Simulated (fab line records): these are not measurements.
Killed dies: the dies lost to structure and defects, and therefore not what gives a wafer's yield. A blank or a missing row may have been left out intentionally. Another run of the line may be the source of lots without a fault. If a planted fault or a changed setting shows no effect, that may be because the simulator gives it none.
A struck lot beside a sound one :: flow berkeley cmos170 :: 13 out of 331 route steps
Sound: these wafers, L182.3, L182.4, L182.5. Wafers struck: L186.2, L186.3, L186.6. At the end, the cause is stated.
At each step with rows: each side's tool, then ch and its chambers, then its first start. Under that, the readings that differ: sound wafers :: struck wafers :: difference of the means :: sigmas: that difference in standard deviations of wafers without a fault.
alike: a reading whose means differ by less than 2 such deviations, as well as words and numbers matching on both sides. not compared: withheld readings; readings where some wafer has no value; bounds like >300 that might hide an equal value; numbers whose values overlap and for which the record gives no deviation.
A row with sigmas, a row that says differs or no value, or rows on one side alone: a step with any of these is where the two part. Numbers that have no deviation but don't overlap get no sigmas and don't part them. A reading missing from all wafers of one side parts the sides only when that side holds two or more wafers.

UCB170_START_BOW_MEAS_00:
  struck on film metro-04, day 3 02:01; sound on film metro-02, day 2 06:02
  alike: INCOMING_BOW
then, 2 steps without rows for these wafers: UCB170_START_CLEAN_01 (cleans in dHF, time 60 s); UCB170_START_OXIDATION_02 (target thk 20 nm, ox time 1800 s).
UCB170_START_THK_MEAS_03:
  struck on film metro-01, day 3 07:04; sound on film metro-04, day 2 11:05
  alike: START_OXIDE_THK
then, 4 steps without rows for these wafers: UCB170_START_ANNEAL_04 (time 1200 s); UCB170_ZERO_HMDS_00 (prime time 60 s); UCB170_ZERO_COAT_01 (resist thk 900 nm); UCB170_ZERO_SOFTBAKE_02 (time 60 s).
UCB170_ZERO_EXPOSE_03: exposes mask PM MARKS, target cd 4000 nm.
  struck on krf scanner-02, day 3 13:32; sound on krf scanner-02 ch 0, day 2 16:59
  no value came back on the struck wafers for exposure dose mJ cm2, focus offset nm (nm); on the sound wafers exposure dose mJ cm2 reads 29.984 29.923 30.005
  alike: mask
then, 2 steps without rows for these wafers: UCB170_ZERO_PEB_04; UCB170_ZERO_DEVELOP_05 (develop time 45 s).
UCB170_ZERO_ETCH_06: etches SiO2 in CHF3/CF4/Ar, time 12 s.
  sound on rie diel-01 ch 0,1,2, day 2 17:23; struck on rie diel-03 ch 1,2,3, day 3 13:54
reading: oes product au (a.u.)
sound: 0.633 0.625 0.632
struck: 0.370 0.365 0.364
difference: -0.264
sigmas: -28
  alike: drypump motor current A, throttle valve pct
  not compared: rf hours counter h
UCB170_ZERO_STRIP_07: strips in O2.
  sound on plasma asher-01 ch 0,1, day 2 17:26; struck on plasma asher-01 ch 0,1, day 3 13:56
reading: oes product au (a.u.)
sound: 0.734 0.727 0.734
struck: 0.716 0.724 0.722
difference: -0.011
sigmas: -3
  alike: drypump motor current A, strip time to endpoint s
  not compared: rf hours counter h

WHERE THEY PART
Earliest at UCB170_ZERO_EXPOSE_03; latest, in this record, at UCB170_ZERO_STRIP_07.

WHY: whatever the simulator had introduced
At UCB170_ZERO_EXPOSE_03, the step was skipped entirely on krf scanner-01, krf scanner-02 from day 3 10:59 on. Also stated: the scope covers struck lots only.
